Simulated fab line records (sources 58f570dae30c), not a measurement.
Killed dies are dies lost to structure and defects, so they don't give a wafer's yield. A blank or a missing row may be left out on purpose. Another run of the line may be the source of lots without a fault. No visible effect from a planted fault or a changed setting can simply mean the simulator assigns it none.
2 desks, one fault + flow berkeley cmos170 + what lay behind the numbers comes last; until then each desk has only its own

AT THE METROLOGY DESK
Means of the sampled wafers that have a number, per lot and without regard to the tool the lot ran on: this is what the gauges read. Any lot whose mean is over 4 standard deviations away from the usual mean is out of limits and marked OUT; that distance is given in the brackets.
Columns: A = V1_BOW at UCB170_V1_BOW_MEAS_03, usual 19 um; B = V2_BOW at UCB170_V2_BOW_MEAS_03, usual 37 um
| lot  | first seen here | A  | B  |
|------|-----------------|----|----|
| L430 | day 8 15:42     | 23 | 40 |
| L429 | day 8 16:20     | 13 | 34 |
| L428 | day 8 22:25     | 16 | 35 |
| L433 | day 8 22:28     | 19 | 38 |
| L432 | day 8 22:43     | 18 | 39 |
| L437 | day 10 02:02    | 18 | 33 |
| L434 | day 10 02:22    | 21 | 41 |
| L438 | day 10 02:40    | 25 | 45 |
| L442 | day 10 13:38    | 14 | 31 |
| L439 | day 10 20:40    | 20 | 37 |
| L446 | day 11 08:20    | 21 | 40 |
| L447 | day 11 08:31    | 24 | 40 |
| L448 | day 11 20:35    | 20 | 35 |
| L451 | day 12 11:13    | 14 | 33 |
Finding of this desk: none of the 14 lots has anything out of limits.

TOOL OWNER'S DESK, plasma asher-01
The tool's own readings at UCB170_PWELL_STRIP_16 (strips in O2): means of the sampled wafers that have a number, for each lot that ran on this tool. Any lot whose mean is over 4 standard deviations away from the usual mean is out of limits and marked OUT; that distance is given in the brackets.
Columns: A = drypump motor current A at UCB170_PWELL_STRIP_16, usual 6.0 A; B = oes product au at UCB170_PWELL_STRIP_16, usual 0.720 a.u.; C = strip time to endpoint s at UCB170_PWELL_STRIP_16, usual 18.06 s
| lot  | first seen here | A   | B     | C     |
|------|-----------------|-----|-------|-------|
| L428 | day 3 21:16     | 5.9 | 0.715 | 18.16 |
| L430 | day 4 07:10     | 6.2 | 0.720 | 18.10 |
| L433 | day 4 20:40     | 5.9 | 0.719 | 18.14 |
| L437 | day 5 09:45     | 6.5 | 0.721 | 18.15 |
| L442 | day 6 00:16     | 6.2 | 0.724 | 18.01 |
| L446 | day 6 14:41     | 6.6 | 0.716 | 18.05 |
| L451 | day 7 22:05     | 5.9 | 0.720 | 18.09 |
Finding of this desk: none of the 7 lots has anything out of limits.

TAKEN TOGETHER
The metrology desk saw nothing out of limits.
The tool owner's desk saw nothing out of limits.

WHAT HAD BEEN PUT IN BY THE SIMULATOR
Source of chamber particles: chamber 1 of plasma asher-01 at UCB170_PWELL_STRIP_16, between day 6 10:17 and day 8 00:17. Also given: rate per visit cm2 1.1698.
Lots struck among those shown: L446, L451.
